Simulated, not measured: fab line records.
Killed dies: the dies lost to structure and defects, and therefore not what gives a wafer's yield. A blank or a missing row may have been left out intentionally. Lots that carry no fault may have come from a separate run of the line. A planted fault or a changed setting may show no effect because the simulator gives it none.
Problem report, 8D (eight disciplines) form, completed by code || flow berkeleyCmos170 || the parts of the form that need people (team, actions taken, sign-off) are left out

## 1. THE PROBLEM
UCB170_NLDD_STRIP_10, oesProductAu: mean 0.979 a.u. on 3 wafers (1 lot); fault-free wafers 0.735 a.u., standard deviation 0.0045. Relative to the usual mean, that is a shift of +54 standard deviations.
The step: strips in O2.
First seen on wafer L835.2, day 9 16:41, on plasmaAsher-04. At this step, 15 wafers from 5 lots have a number in the record. Rule for "out" (also "out of limits"): further than 4 standard deviations from the usual mean. All remaining wafers that have a number are taken as sound.

## 2. WHAT THIS IS AND IS NOT
{"question": "which readings at this step", "is": "oesProductAu", "is not": "drypumpMotorCurrentA"}
{"question": "which lots", "is": "L835", "is not": "L820, L831, L834, L841"}
{"question": "which wafers of those lots", "is": "all that have a number", "is not": "-"}
{"question": "read on which tools", "is": "plasmaAsher-04", "is not": "plasmaAsher-02"}
{"question": "when", "is": "from day 9 16:41", "is not": "up to then (9 sound wafers); but 3 sound wafers of L841 came after"}

## 3. THE SUSPECTS, EACH WITH WHAT RULES IT OUT
Counting: any tool at a process step up to the reading is kept as a suspect provided that every lot that is out went through it and no sound lot did after the first of them.
- plasmaAsher-04 at UCB170_NLDD_STRIP_10 (strips in O2): kept. It ran the lot that is out, L835 (day 9 16:41), and no sound lot after that; its last sound lot up to then is L831 (day 9 00:15). Its own oesProductAu readings are out on those wafers.
Left after counting: plasmaAsher-04 at UCB170_NLDD_STRIP_10.

## 4. THE CAUSE (what the simulator had put in)
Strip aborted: plasmaAsher-04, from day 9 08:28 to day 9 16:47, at UCB170_NLDD_STRIP_10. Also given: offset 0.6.
After counting, this tool was the only one left.

## 5. THE EFFECT CHAIN, in route order
Each row: a reading where the mean over the struck wafers with a number is more than 3 standard deviations away from the usual. Scope: only readings with a usual standard deviation given in the record; hours: median across lots of the time from each lot's start at the first step in this table that gives one to its start at this step; sigmas: change in usual standard deviations.
{"hours": 0, "step": "UCB170_NLDD_STRIP_10", "reading": "oesProductAu", "usual": "0.735 a.u.", "on struck wafers": 0.979, "change": "+0.244", "sigmas": "+54"}
Process steps it contains:
- UCB170_NLDD_STRIP_10: strips in O2.
Readings that are blank on the struck wafers while sound wafers have them: stripTimeToEndpointS at UCB170_NLDD_STRIP_10.
Later steps that measure or inspect, where all struck wafers having a row at the step show a number for every such reading and not one has moved that far: UCB170_NLDD_TW_MEAS_11.

## 6. HOW IT WOULD HAVE BEEN CAUGHT EARLIER
In this record the first reading out of limits was taken at day 9 16:41, 8 hours after the fault began at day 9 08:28.
